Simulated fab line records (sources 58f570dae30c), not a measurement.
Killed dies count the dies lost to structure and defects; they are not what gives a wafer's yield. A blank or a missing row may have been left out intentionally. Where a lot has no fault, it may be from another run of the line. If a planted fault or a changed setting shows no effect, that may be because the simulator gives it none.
Struck lot and sound lot, side by side | flow berkeley-cmos170 | 38 out of 331 route steps
Sound: wafers L837.2, L837.3, L837.6. The struck wafers were L852.3, L852.4, L852.5. The cause comes at the end.
Order at every step that has rows: each side's tool, ch and its chambers, its first start. Under that, the readings that differ: sound wafers | struck wafers | difference of the means | sigmas: that difference in standard deviations of wafers without a fault.
alike: words and numbers the same on both sides, and readings whose means are apart by under 2 such deviations; not compared: readings that were withheld, readings missing a value for some wafer, numbers with overlapping values and no deviation given by the record, and bounds like >300 which may hide the same value.
The two part at a step that has a row with sigmas, a row that says differs or no value, or rows on one side only. Numbers that have no deviation but don't overlap get no sigmas and don't part them. A reading that every wafer of one side lacks parts them only if that side has two wafers or more.

UCB170_SPACER_CVD_00: deposits SiO2 from TEOS/O2, target thk 376 nm, time 47 s.
  sound on pecvd-03 ch 1,2, day 6 07:08; struck on pecvd-01 ch 0,1, day 9 08:20
  alike: heater-power-w
UCB170_SPACER_THK_MEAS_01:
  sound on film-metro-03 at day 6 07:11; struck on film-metro-02 at day 9 08:25
  alike: SPACER_TEOS_THK
then, 1 step without rows for these wafers: UCB170_SPACER_ANNEAL_02 (time 1800 s).
UCB170_SPACER_ETCHBACK_03: etches SiO2 in CHF3/CF4/Ar, stops on Si, target depth 376 nm, time 100 s.
  sound on rie-diel-01 ch 0,2,3, day 6 10:52; struck on rie-diel-01 ch 0,1,3, day 9 12:16
  alike: drypump-motor-current-A, oes-product-au, throttle-valve-pct
  not compared: rf-hours-counter-h
then, 6 steps without rows for these wafers: UCB170_PSD_HMDS_00 (prime time 60 s); UCB170_PSD_COAT_01 (resist thk 900 nm); UCB170_PSD_SOFTBAKE_02 (time 60 s); UCB170_PSD_EXPOSE_03 (exposes mask PSELECT MOD, target cd 1200 nm); UCB170_PSD_PEB_04; UCB170_PSD_DEVELOP_05 (develop time 45 s).
UCB170_PSD_CD_MEAS_06: target cd 1200 nm.
  sound on cd-sem-02 at day 6 12:29; struck on cd-sem-02 at day 9 13:34
  alike: cd-nm
UCB170_PSD_OVL_MEAS_07:
  sound on overlay-02 at day 6 12:35; struck on overlay-02 at day 9 13:40
  alike: PSD_OVL
UCB170_PSD_IMPLANT_08:
  sound on implanter-04 ch 0, day 6 12:38; struck on implanter-04 ch 0, day 9 13:44
  reading            | sound             | struck               | difference | sigmas
  tilt-deg (degrees) | 6.994 7.009 7.021 | 10.724 10.714 10.707 | +3.707     | +99 or more
UCB170_PSD_STRIP_09: strips in O2.
  sound on plasma-asher-03 ch 0,1, day 6 12:46; struck on plasma-asher-03 ch 0,1, day 9 13:52
  reading                      | sound             | struck            | difference | sigmas
  strip-time-to-endpoint-s (s) | 29.45 29.49 29.47 | 29.28 29.30 29.22 | -0.20      | -3
  alike: drypump-motor-current-A, oes-product-au
  not compared: rf-hours-counter-h
UCB170_PSD_TW_MEAS_10:
  sound on film-metro-03 at day 6 12:52; struck on film-metro-04 at day 9 14:00
  alike: PSD_TW
then, 7 steps without rows for these wafers: UCB170_PSD_CLEAN_11 (cleans in SPM, time 600 s); UCB170_NSD_HMDS_00 (prime time 60 s); UCB170_NSD_COAT_01 (resist thk 900 nm); UCB170_NSD_SOFTBAKE_02 (time 60 s); UCB170_NSD_EXPOSE_03 (exposes mask NSELECT MOD, target cd 1200 nm); UCB170_NSD_PEB_04; UCB170_NSD_DEVELOP_05 (develop time 45 s).
UCB170_NSD_CD_MEAS_06: target cd 1200 nm.
  sound on cd-sem-01 at day 6 15:13; struck on cd-sem-02 at day 9 15:22
  reading    | sound                | struck               | difference | sigmas
  cd-nm (nm) | 1199.6 1197.9 1199.4 | 1202.2 1202.3 1201.5 | +3.0       | +3
UCB170_NSD_OVL_MEAS_07:
  sound on overlay-02 at day 6 15:20; struck on overlay-01 at day 9 15:27
  alike: NSD_OVL
then, 1 step without rows for these wafers: UCB170_NSD_IMPLANT_08.
UCB170_NSD_STRIP_09: strips in O2.
  sound on plasma-asher-04 ch 0,1, day 6 15:31; struck on plasma-asher-03 ch 0,1, day 9 15:40
  reading                     | sound          | struck         | difference | sigmas
  drypump-motor-current-A (A) | 6.09 6.09 5.75 | 5.52 5.20 5.20 | -0.67      | -2
  alike: oes-product-au, strip-time-to-endpoint-s
  not compared: rf-hours-counter-h
UCB170_NSD_TW_MEAS_10:
  sound on film-metro-03 at day 6 15:37; struck on film-metro-01 at day 9 15:44
  reading | sound          | struck         | difference | sigmas
  NSD_TW  | 4138 4123 4120 | 4212 4180 4185 | +65        | +2
then, 7 steps without rows for these wafers: UCB170_NSD_CLEAN_11 (cleans in SPM, time 600 s); UCB170_BACKSIDE_HMDS_00 (prime time 60 s); UCB170_BACKSIDE_COAT_01 (resist thk 900 nm); UCB170_BACKSIDE_SOFTBAKE_02 (time 60 s); UCB170_BACKSIDE_STRIP_03 (strips in O2); UCB170_BACKSIDE_CLEAN_04 (cleans in SPM, time 600 s); UCB170_SDANNEAL_RTA_00 (time 10 s).
UCB170_SDANNEAL_RTA_01: time 5 s.
  sound on rtp-anneal-02 ch 0, day 6 17:01; struck on rtp-anneal-01 ch 0, day 9 16:58
  reading            | sound          | struck         | difference | sigmas
  lamp-power-pct (%) | 30.0 30.0 30.0 | 35.2 35.2 35.2 | +5.2       | +2
  alike: wafer_temp_C_max
UCB170_SDANNEAL_RS_MEAS_02: uses a four-point probe to measure.
  sound on film-metro-04 at day 6 17:05; struck on film-metro-01 at day 9 17:03
  reading         | sound          | struck | difference                    | sigmas
  PSD_RS (ohm/sq) | 75.7 75.8 75.6 | - - -  | no value on the struck wafers |
UCB170_SDANNEAL_RS_MEAS_03: uses a four-point probe to measure.
  sound on film-metro-04 at day 6 17:12; struck on film-metro-01 at day 9 17:10
  alike: NSD_RS
UCB170_M3_PROBE_99:
  sound wafers here have rows in the record (prober-02, day 7 21:07); struck ones have none

WHERE THEY PART
Last at UCB170_M3_PROBE_99 as far as this record goes, first at UCB170_PSD_IMPLANT_08.

WHY: what the simulator had put in
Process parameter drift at UCB170_PSD_IMPLANT_08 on implanter-04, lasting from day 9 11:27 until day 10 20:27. From 7, the setting tilt-deg moved by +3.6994. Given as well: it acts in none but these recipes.
